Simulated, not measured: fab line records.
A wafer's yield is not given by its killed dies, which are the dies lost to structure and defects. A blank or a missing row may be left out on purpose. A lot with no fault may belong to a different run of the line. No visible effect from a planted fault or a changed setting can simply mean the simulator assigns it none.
Which tool is to blame? / flow ritCmos / Sampling: 6 lots, 18 wafers, 2 of 202 route steps

## WHAT THE GAUGES SHOWED, per wafer
RIT_GATE_CD_MEAS_16: the cd target is 150 nm.
lot=L350; measured=day 3 09:44; on=cdSem-02; cdNm (nm)=154.3 152.5 152.9
lot=L353; measured=day 4 05:01; on=cdSem-01; cdNm (nm)=152.7 155.2 154.4
lot=L355; measured=day 4 14:10; on=cdSem-02; cdNm (nm)=148.6 149.9 148.3
lot=L362; measured=day 5 22:04; on=cdSem-01; cdNm (nm)=152.4 148.9 151.8
lot=L366; measured=day 6 18:14; on=cdSem-01; cdNm (nm)=149.4 152.0 148.6
lot=L369; measured=day 7 09:57; on=cdSem-02; cdNm (nm)=149.1 151.0 152.0

## TOOL THAT RAN EACH LOT (tool first, then ch and the chambers of the sampled wafers, then the start)
lot=L350; RIT_GATE_EXPOSE_13=ilineStepper-01 ch 0, day 3 09:20
lot=L353; RIT_GATE_EXPOSE_13=ilineStepper-02 ch 0, day 4 04:31
lot=L355; RIT_GATE_EXPOSE_13=ilineStepper-02 ch 0, day 4 13:46
lot=L362; RIT_GATE_EXPOSE_13=ilineStepper-01 ch 0, day 5 21:40
lot=L366; RIT_GATE_EXPOSE_13=ilineStepper-01 ch 0, day 6 17:50
lot=L369; RIT_GATE_EXPOSE_13=ilineStepper-01 ch 0, day 7 09:27
- RIT_GATE_EXPOSE_13: exposes mask M6, target cd 150 nm.

## THE ANSWER, worked out from the rows above alone
Rule: the usual values come from the lots themselves. The widest of any qualifying gaps counts: lots, ordered by their means at a reading, are off when they make up no more than a third of the lots, leave a main group of 4 or more, and stand apart from it by 3 or more times the standard deviation of that group's means. A main group whose means are all the same, to the digits that the tables above print for the reading, isn't used. A lot without any number at a reading at which 4 lots or more have one is off too. Any other lot the step has rows for is counted as sound.
Across all readings shown, no lot is off: no conclusion can be drawn from this.

## WHAT THE SIMULATOR PUT IN
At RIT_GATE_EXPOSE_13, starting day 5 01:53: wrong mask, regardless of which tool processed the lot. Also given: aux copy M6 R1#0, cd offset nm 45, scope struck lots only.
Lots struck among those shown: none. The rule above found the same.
